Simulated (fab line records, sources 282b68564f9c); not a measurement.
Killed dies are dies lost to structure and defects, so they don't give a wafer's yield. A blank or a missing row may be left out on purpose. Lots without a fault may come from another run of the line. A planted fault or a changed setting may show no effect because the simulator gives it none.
Problem report in the 8D (eight disciplines) form, filled by code | flow rit_cmos | the parts of the form that need people (team, actions taken, sign-off) are left out

1. THE PROBLEM
SILICIDE_TI_RS at RIT_SILICIDE_RS_MEAS_02 reads a mean of 58.5 ohm/sq on 2 wafers of 1 lot; wafers without a fault read 49.7 ohm/sq with a standard deviation of 0.57. That is +16 standard deviations from the usual mean.
The step: measures by four-point-probe.
First seen on wafer L360.1, day 5 03:17, on film_metro-01. The record holds 39 wafers of 13 lots with a number at this step. Rule for "out", or "out of limits": more than 4 standard deviations from the usual mean. The other wafers with a number count as sound.

2. WHAT IT IS AND WHAT IT IS NOT
question                    | is               | is not
which readings at this step | SILICIDE_TI_RS   | -
which lots                  | L360             | L352, L353, L354, L355, L356, L357, L359, L361, L366, L368, L370, L374
which wafers of those lots  | L360.1, L360.5   | L360.3
read on which gauges        | film_metro-01    | film_metro-02, film_metro-04
when                        | from day 5 03:17 | up to then (22 sound wafers); but 15 sound wafers of L361, L366, L368, L370, L374 came after

3. SUSPECTS, AND WHAT RULES EACH OUT
Counting: a tool at a process step up to the reading stays a suspect if it ran every lot that is out. Sound lots after the first of them don't rule it out here, since some wafers of a struck lot are sound.
- the gauge at RIT_SILICIDE_RS_MEAS_02: kept. All the wafers that are out were read on film_metro-01, and no step on other tools shows them out.
- pvd_sputter-03 at RIT_SILICIDE_SPUTTER_01 (material Ti, target thk 30 nm, time 240 s): kept. It ran the lot that is out, L360 (day 5 03:08); its last sound lot up to then is L356 (day 4 05:12).
Left after counting: pvd_sputter-03 at RIT_SILICIDE_SPUTTER_01, film_metro-01 at RIT_SILICIDE_RS_MEAS_02.

4. THE CAUSE (what the simulator had put in)
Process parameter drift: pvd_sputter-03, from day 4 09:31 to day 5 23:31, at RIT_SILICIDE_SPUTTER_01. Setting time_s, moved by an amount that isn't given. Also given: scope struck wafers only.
Counting left 2 suspects, and this tool is among them.

5. THE CHAIN OF EFFECTS, in route order
Each row: a reading whose mean over the struck wafers that have a number lies more than 3 standard deviations from the usual. Only readings for which the record gives a usual standard deviation are gone through. hours: the time from each lot's start at the first step in this table that gives one to its start at this step, as a median over the lots. sigmas: the change in usual standard deviations.
hours | step                     | reading         | usual       | on struck wafers | change | sigmas
0     | RIT_SILICIDE_RS_MEAS_02  | SILICIDE_TI_RS  | 49.7 ohm/sq | 58.5             | +8.8   | +16
0     | RIT_SILICIDE_THK_MEAS_03 | SILICIDE_TI_THK | 28.8 nm     | 25.3             | -3.5   | -11

6. WHAT WOULD HAVE CAUGHT IT SOONER
In this record the first reading out of limits at a measuring or inspecting step was taken at day 5 03:17, 18 hours after the fault began at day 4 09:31.
Of the tool readings at RIT_SILICIDE_SPUTTER_01 for which the record gives a usual standard deviation, none was out on any struck wafer, so an alarm limit of 4 standard deviations on them would not have fired.
All the lots that are out (1) had begun RIT_SILICIDE_SPUTTER_01 on pvd_sputter-03 by day 5 03:17. A hold on the tool at that time would have spared none of them.
